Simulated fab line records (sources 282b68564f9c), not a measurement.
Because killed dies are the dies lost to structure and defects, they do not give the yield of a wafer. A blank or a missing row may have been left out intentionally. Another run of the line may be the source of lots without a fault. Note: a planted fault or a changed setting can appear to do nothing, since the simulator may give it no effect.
Which of the tools did it?    flow rit_cmos    13 lots, 39 wafers sampled, at 3 steps of a route of 202

## WHAT THE GAUGES READ, wafer by wafer
RIT_CONTACT_CD_MEAS_90: the cd target is 1000 nm.
lot   measured     on         cd_nm (nm)
L435  day 3 09:40  cd_sem-01  995.4 995.3 994.4
L436  day 3 12:43  cd_sem-01  1001.9 1000.9 1000.3
L437  day 3 16:22  cd_sem-01  995.8 995.2 993.8
L438  day 3 22:59  cd_sem-02  999.8 1001.0 997.6
L439  day 4 00:53  cd_sem-02  999.5 1000.0 1002.4
L440  day 4 07:28  cd_sem-02  996.0 996.7 997.1
L441  day 4 12:46  cd_sem-01  999.9 1001.6 1001.0
L444  day 5 02:21  cd_sem-02  997.3 998.8 999.5
L446  day 5 14:13  cd_sem-01  998.6 1000.1 999.9
L450  day 6 10:05  cd_sem-01  1000.1 1001.7 1003.0
L454  day 7 03:57  cd_sem-01  1001.7 1002.8 1002.7
L456  day 7 13:53  cd_sem-02  1002.6 1001.1 1003.3
L458  day 7 23:57  cd_sem-02  999.7 999.5 1000.2

## TOOL THAT RAN EACH LOT (tool first, then ch and the chambers of the sampled wafers, then the start)
lot   RIT_GATE_STRIP_20                    RIT_PSD_STRIP_09
L435  plasma_asher-04 ch 0,1, day 2 18:27  plasma_asher-01 ch 0,1, day 3 06:02
L436  plasma_asher-04 ch 0,1, day 2 20:12  plasma_asher-03 ch 0,1, day 3 09:13
L437  plasma_asher-01 ch 0,1, day 3 01:14  plasma_asher-01 ch 0, day 3 12:56
L438  plasma_asher-01 ch 0,1, day 3 07:56  plasma_asher-01 ch 0,1, day 3 19:23
L439  plasma_asher-04 ch 0,1, day 3 09:37  plasma_asher-03 ch 0,1, day 3 21:20
L440  plasma_asher-04 ch 0,1, day 3 15:24  plasma_asher-03 ch 0,1, day 4 03:59
L441  plasma_asher-04 ch 0,1, day 3 20:47  plasma_asher-04 ch 0,1, day 4 09:20
L444  plasma_asher-04 ch 0, day 4 10:51    plasma_asher-03 ch 0,1, day 4 22:55
L446  plasma_asher-03 ch 0,1, day 4 22:09  plasma_asher-01 ch 0, day 5 10:43
L450  plasma_asher-03 ch 0,1, day 5 17:27  plasma_asher-01 ch 0, day 6 06:37
L454  plasma_asher-01 ch 0,1, day 6 12:17  plasma_asher-04 ch 0,1, day 7 00:14
L456  plasma_asher-03 ch 0,1, day 6 23:06  plasma_asher-03 ch 0,1, day 7 10:29
L458  plasma_asher-04 ch 0,1, day 7 08:51  plasma_asher-03 ch 0,1, day 7 20:17
- RIT_GATE_STRIP_20: strips in O2, time 180 s.
- RIT_PSD_STRIP_09: strips in O2, time 180 s.

## WHAT THE TOOLS THEMSELVES READ (means of the sampled wafers that have a number; where no wafer has one, the mark that the record gives instead)
RIT_GATE_STRIP_20.
lot   tool             drypump_motor_current_A (A)
L435  plasma_asher-04  5.4
L436  plasma_asher-04  5.7
L437  plasma_asher-01  5.7
L438  plasma_asher-01  5.7
L439  plasma_asher-04  5.4
L440  plasma_asher-04  5.4
L441  plasma_asher-04  5.4
L444  plasma_asher-04  5.1
L446  plasma_asher-03  5.7
L450  plasma_asher-03  5.7
L454  plasma_asher-01  5.7
L456  plasma_asher-03  5.7
L458  plasma_asher-04  5.4

RIT_PSD_STRIP_09.
lot   tool             drypump_motor_current_A (A)
L435  plasma_asher-01  5.3
L436  plasma_asher-03  5.7
L437  plasma_asher-01  5.0
L438  plasma_asher-01  5.3
L439  plasma_asher-03  5.8
L440  plasma_asher-03  5.8
L441  plasma_asher-04  5.7
L444  plasma_asher-03  5.7
L446  plasma_asher-01  5.0
L450  plasma_asher-01  5.0
L454  plasma_asher-04  5.7
L456  plasma_asher-03  5.7
L458  plasma_asher-03  5.7

## THE ANSWER, worked out from the rows above alone
Rule: the lots themselves supply what counts as usual. The widest of any qualifying gaps counts: lots, ordered by their means at a reading, are off when they make up no more than a third of the lots, leave a main group of 4 or more, and stand apart from it by 3 or more times the standard deviation of that group's means. The tables above print the reading to a certain number of digits; a main group whose means all agree to those digits is not used. A lot without any number at a reading at which 4 lots or more have one is off too. Where the step has rows for the other lots, those lots are counted as sound. Order of review: gauges by route order, followed by the tools' own readings, for which a lot's mean as printed above is used. At the first step where some lot is off, the reading lying furthest off is the one used; lots without a number count as furthest.
Nothing can be told from this: no lot is off at any reading shown.

## WHAT THE SIMULATOR HAD PUT IN
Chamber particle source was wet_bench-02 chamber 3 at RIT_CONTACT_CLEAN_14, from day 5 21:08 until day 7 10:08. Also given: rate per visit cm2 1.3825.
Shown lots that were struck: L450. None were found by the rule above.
